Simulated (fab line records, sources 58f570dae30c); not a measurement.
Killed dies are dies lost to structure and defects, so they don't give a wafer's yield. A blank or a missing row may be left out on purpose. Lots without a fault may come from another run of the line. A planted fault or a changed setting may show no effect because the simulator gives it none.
A struck lot beside a sound one | flow berkeley_cmos170 | 44 steps out of a route of 331
Sound: wafers L596.2, L596.4, L596.6. Struck: wafers L606.2, L606.4, L606.5. The cause comes at the end.
At each step with rows: each side's tool, then ch and its chambers, then its first start. Under that, the readings that differ: sound wafers | struck wafers | difference of the means | sigmas: that difference in standard deviations of wafers without a fault.
alike: readings whose means differ by less than 2 such deviations, and words and numbers that are the same on both sides. not compared: withheld readings, readings that some wafer has no value for, bounds like >300 that may hide the same value, and numbers for which the record gives no deviation and whose values overlap.
The two part at a step that has a row with sigmas, a row that says differs or no value, or rows on one side only. Numbers that don't overlap but have no deviation are shown without sigmas and don't part them. A reading that every wafer of one side lacks parts them only if that side has two wafers or more.

first, 6 steps without rows for these wafers: UCB170_V1_HMDS_06 (prime time 60 s); UCB170_V1_COAT_07 (resist thk 900 nm); UCB170_V1_SOFTBAKE_08 (time 60 s); UCB170_V1_EXPOSE_09 (exposes mask VIA1, target cd 700 nm); UCB170_V1_PEB_10; UCB170_V1_DEVELOP_11 (develop time 45 s).
UCB170_V1_CD_MEAS_12: target cd 700 nm.
  sound on cd_sem-02, day 9 04:35; struck on cd_sem-02, day 11 06:33
  alike: cd_nm
UCB170_V1_OVL_MEAS_13:
  sound on overlay-01, day 9 04:41; struck on overlay-02, day 11 06:39
  alike: V1_OVL
then, 2 steps without rows for these wafers: UCB170_V1_ETCH_14 (etches SiO2 in CHF3/CF4/Ar, stops on Al, target depth 1250 nm, time 291 s); UCB170_V1_STRIP_15 (strips in O2).
UCB170_V1_CD_MEAS_90: target cd 700 nm.
  sound on cd_sem-01, day 9 05:01; struck on cd_sem-01, day 11 06:59
  alike: cd_nm
then, 1 step without rows for these wafers: UCB170_M2_PRE_CLEAN_00 (preclean etch time 60 s).
UCB170_M2_SPUTTER_01: material Al, target thk 900 nm, time 120 s.
  sound on pvd_sputter-04, day 9 05:11; struck on pvd_sputter-04, day 11 07:09
  reading                               | sound             | struck          | difference | sigmas
  model.Al_of_M2_SPUTTER_01.thk_nm (nm) | 898.9 891.8 897.3 | 251.7 251 247.6 | -645.9     |
  alike: throttle_valve_pct
UCB170_M2_RS_MEAS_02: measures by four-point-probe.
  sound on film_metro-03, day 9 05:17; struck on film_metro-03, day 11 07:15
  reading           | sound                | struck               | difference | sigmas
  M2_AL_RS (ohm/sq) | 0.0322 0.0325 0.0323 | 0.1187 0.1190 0.1209 | +0.0872    | +99 or more
UCB170_M2_THK_MEAS_03: measures by xrf.
  sound on film_metro-03, day 9 05:23; struck on film_metro-03, day 11 07:22
  reading        | sound       | struck      | difference | sigmas
  M2_AL_THK (nm) | 916 906 912 | 257 257 254 | -655       | -55
then, 3 steps without rows for these wafers: UCB170_M2_HMDS_04 (prime time 60 s); UCB170_M2_COAT_05 (resist thk 900 nm); UCB170_M2_SOFTBAKE_06 (time 60 s).
UCB170_M2_STRIP_07: strips in O2.
  sound on plasma_asher-01 ch 0,1, day 9 05:53; struck on plasma_asher-01 ch 0, day 11 08:02
  alike: drypump_motor_current_A, oes_product_au, strip_time_to_endpoint_s
  not compared: rf_hours_counter_h
then, 7 steps without rows for these wafers: UCB170_M2_STRIP_08 (strips KrF in DMSO, time 600 s); UCB170_M2_COAT_09; UCB170_M2_COAT_10 (resist thk 900 nm); UCB170_M2_SOFTBAKE_11 (time 60 s); UCB170_M2_EXPOSE_12 (exposes mask METAL2, target cd 700 nm); UCB170_M2_PEB_13; UCB170_M2_DEVELOP_14 (develop time 45 s).
UCB170_M2_CD_MEAS_15: target cd 700 nm.
  sound on cd_sem-01, day 9 09:10; struck on cd_sem-01, day 11 09:17
  alike: cd_nm
UCB170_M2_OVL_MEAS_16:
  sound on overlay-02, day 9 09:16; struck on overlay-01, day 11 09:24
  reading     | sound    | struck | difference | sigmas
  M2_OVL (nm) | 16 16 12 | 0 3 7  | -11        | -2
UCB170_M2_ETCH_17: etches BARC in N2/H2.
  sound on rie_diel-01 ch 0,2,3, day 9 09:18; struck on rie_diel-04 ch 0,1,2, day 11 09:26
  alike: drypump_motor_current_A, h2_flow_sccm, oes_product_au, throttle_valve_pct
UCB170_M2_METAL_ETCH_18: etches Al in Cl2/BCl3, stops on SiO2, target depth 1170 nm, time 195 s.
  sound on rie_metal-04 ch 0,1, day 9 09:20; struck on rie_metal-04 ch 0,1, day 11 09:28
  reading               | sound             | struck            | difference | sigmas
  oes_product_au (a.u.) | 0.844 0.842 0.880 | 0.511 0.519 0.499 | -0.346     | -22
  alike: drypump_motor_current_A, mfc_cl2_sccm, throttle_valve_pct
  not compared: rf_hours_counter_h
UCB170_M2_STRIP_19: strips in O2.
  sound on plasma_asher-01 ch 0,1, day 9 09:32; struck on plasma_asher-02 ch 1, day 11 09:40
  alike: drypump_motor_current_A, oes_product_au
  not compared: rf_hours_counter_h
UCB170_M2_CD_MEAS_90: target cd 700 nm.
  sound on cd_sem-01, day 9 09:39; struck on cd_sem-01, day 11 09:47
  alike: cd_nm
UCB170_V2_CVD_00: deposits SiO2 from TEOS/O2, target thk 2000 nm, time 250 s.
  sound on pecvd-04 ch 1,2, day 9 09:45; struck on pecvd-01 ch 0,2, day 11 09:53
  alike: heater_power_w
UCB170_V2_THK_MEAS_01:
  sound on film_metro-01, day 9 09:55; struck on film_metro-01, day 11 10:02
  alike: V2_TEOS_THK
UCB170_V2_CMP_02: polishes SiO2.
  sound on cmp-01 ch 0,1,2, day 9 10:24; struck on cmp-02 ch 1,3, day 11 10:08
  alike: motor_current_A, slurry_filter_dp_kPa
UCB170_V2_BOW_MEAS_03:
  sound on film_metro-03, day 9 10:41; struck on film_metro-03, day 11 10:25
  alike: V2_BOW
UCB170_V2_THK_MEAS_04:
  sound on film_metro-03, day 9 10:47; struck on film_metro-03, day 11 10:31
  alike: V2_POLISHED_THK
then, 5 steps without rows for these wafers: UCB170_V2_CLEAN_05 (cleans in DIW); UCB170_V2_HMDS_06 (prime time 60 s); UCB170_V2_COAT_07 (resist thk 900 nm); UCB170_V2_SOFTBAKE_08 (time 60 s); UCB170_V2_EXPOSE_09 (exposes mask VIA2, target cd 700 nm).
UCB170_V2_ETCH_14: etches SiO2 in CHF3/CF4/Ar, stops on Al, target depth 1250 nm, time 291 s.
  sound on rie_diel-02 ch 1,2,3, day 9 12:37; struck on rie_diel-03 ch 1,2,3, day 11 13:07
  reading                               | sound             | struck            | difference | sigmas
  model.Al_of_M2_SPUTTER_01.thk_nm (nm) | 898.9 891.8 897.1 | 251.7 250.7 247.6 | -645.9     |
  alike: drypump_motor_current_A, oes_product_au, throttle_valve_pct
  not compared: rf_hours_counter_h
UCB170_M3_PROBE_99:
  sound on prober-01, day 9 18:41; struck on prober-01, day 11 17:14
  reading                                 | sound                      | struck                     | difference | sigmas
  model.etest.antenna_m2.gate_log10_a_cm2 | -7.837 -8.03 -7.671        | -6.898 -6.993 -7.383       | +0.755     |
  model.etest.antenna_m2.vt_shift_v (V)   | -0.01573 -0.01289 -0.01613 | -0.02977 -0.02859 -0.02792 | -0.01384   |

WHERE THEY PART
First at UCB170_M2_RS_MEAS_02; last, within this record, at UCB170_M2_METAL_ETCH_18. Later steps at which nothing parts them and some readings are alike: UCB170_M2_STRIP_19, UCB170_M2_CD_MEAS_90, UCB170_V2_CVD_00, UCB170_V2_THK_MEAS_01, UCB170_V2_CMP_02, UCB170_V2_BOW_MEAS_03, UCB170_V2_THK_MEAS_04, UCB170_V2_ETCH_14.

WHY: what the simulator had put in
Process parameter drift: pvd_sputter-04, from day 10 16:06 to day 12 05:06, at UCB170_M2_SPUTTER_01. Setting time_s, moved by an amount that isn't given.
